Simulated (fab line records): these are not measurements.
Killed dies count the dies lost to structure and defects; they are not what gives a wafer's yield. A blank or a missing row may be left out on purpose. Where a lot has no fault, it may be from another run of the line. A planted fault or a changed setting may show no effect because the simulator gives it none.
A struck lot beside a sound one :: flow rit-cmos :: 16 steps out of a route of 202
Sound: the wafers L872.1, L872.5, L872.6. Struck: wafers L882.3, L882.4, L882.5. At the end, the cause is stated.
Each step with rows lists, per side, the tool, then ch with its chambers, then its first start. Under that, the readings that differ: sound wafers :: struck wafers :: difference of the means :: sigmas: that difference in standard deviations of wafers without a fault.
alike: readings whose means differ by less than 2 such deviations, and words and numbers that are the same on both sides. not compared: withheld readings, readings that some wafer has no value for, bounds like >300 that may hide the same value, and numbers for which the record gives no deviation and whose values overlap.
A row with sigmas, a row that says differs or no value, or rows on one side alone: a step with any of these is where the two part. When numbers do not overlap yet have no deviation, they are printed without sigmas and do not part them. Lack of a reading on every wafer of one side parts them only where that side has two or more wafers.

first, 4 steps without rows for these wafers: RIT_ACTIVE_SOFTBAKE_07 (time 60 s); RIT_ACTIVE_EXPOSE_08 (exposes mask M1, target cd 1400 nm); RIT_ACTIVE_PEB_09; RIT_ACTIVE_DEVELOP_10 (develop time 50 s).
RIT_ACTIVE_CD_MEAS_11: the cd target is 1400 nm.
  sound on cd-sem-01, day 2 08:36; struck on cd-sem-01, day 4 07:57
  alike: cd-nm
then, 1 step without rows for these wafers: RIT_ACTIVE_HARDBAKE_12 (time 60 s).
RIT_ACTIVE_ETCH_13: etches Si3N4 in SF6, stops on SiO2, time 210 s, target depth 210 nm.
  sound on rie-diel-01 ch 1,2, day 2 08:52; struck on rie-diel-03 ch 0,1, day 4 08:11
reading: oes-product-au (a.u.)
sound: 0.805 0.818 0.811
struck: 0.859 0.850 0.849
difference: +0.041
sigmas: +3
  alike: drypump-motor-current-A, throttle-valve-pct
  not compared: rf-hours-counter-h
RIT_ACTIVE_STRIP_14: strips in O2, time 180 s.
  sound on plasma-asher-01 ch 0,1, day 2 09:01; struck on plasma-asher-01 ch 0,1, day 4 08:22
  alike: drypump-motor-current-A, rf-refl-power-W
  not compared: rf-hours-counter-h
RIT_ACTIVE_CD_MEAS_90: the cd target is 1400 nm.
  sound on cd-sem-02, day 2 09:11; struck on cd-sem-02, day 4 08:32
  alike: cd-nm
then, 3 steps without rows for these wafers: RIT_ACTIVE_CLEAN_15 (cleans in SC1, time 600 s); RIT_ACTIVE_CLEAN_16 (cleans in dHF, time 30 s); RIT_ACTIVE_CLEAN_17 (cleans in SC2, time 600 s).
RIT_FOX1_OXIDATION_00: target thk 350.7 nm, ox time 1130 s.
  sound on furnace-04 ch 0, day 2 10:16; struck on furnace-01 ch 0, day 4 09:35
reading: ox-time-s (s)
sound: 1130 1130 1130
struck: 1356 1356 1356
difference: +226
sigmas: 

reading: model.SiO2_of_FOX1_OXIDATION_00.thk-nm (nm)
sound: 349.3 350.1 348.9
struck: 387.8 389.3 387.2
difference: +38.7
sigmas: 
  alike: ox-temp-c
RIT_FOX1_THK_MEAS_01:
  sound on film-metro-03, day 2 11:35; struck on film-metro-03, day 4 10:55
reading: FOX1_OXIDE_THK (nm)
sound: 349 350 349
struck: 388 389 387
difference: +39
sigmas: +6
then, 1 step without rows for these wafers: RIT_FOX1_WET_ETCH_02 (etches SiO2 in BOE, target depth 350 nm, time 390 s).
RIT_M1_PROBE_99:
  sound on prober-02, day 4 09:27; struck on prober-02, day 6 03:32
reading: model.etest.nldd.width-nm (nm)
sound: 3170 3172 3168
struck: 3139 3132 3137
difference: -34
sigmas: 
  alike: killed-at-front-end, killed-dies, killed-open, killed-short
  not compared: model.etest.pldd.width-nm, model.etest.nplus-sal.width-nm, model.etest.pplus-sal.width-nm

== WHERE THEY PART ==
At RIT_ACTIVE_ETCH_13 first; at RIT_FOX1_THK_MEAS_01 last (within this record only). Later steps at which nothing parts them and some readings are alike: RIT_M1_PROBE_99.

WHY: the cause the simulator had injected
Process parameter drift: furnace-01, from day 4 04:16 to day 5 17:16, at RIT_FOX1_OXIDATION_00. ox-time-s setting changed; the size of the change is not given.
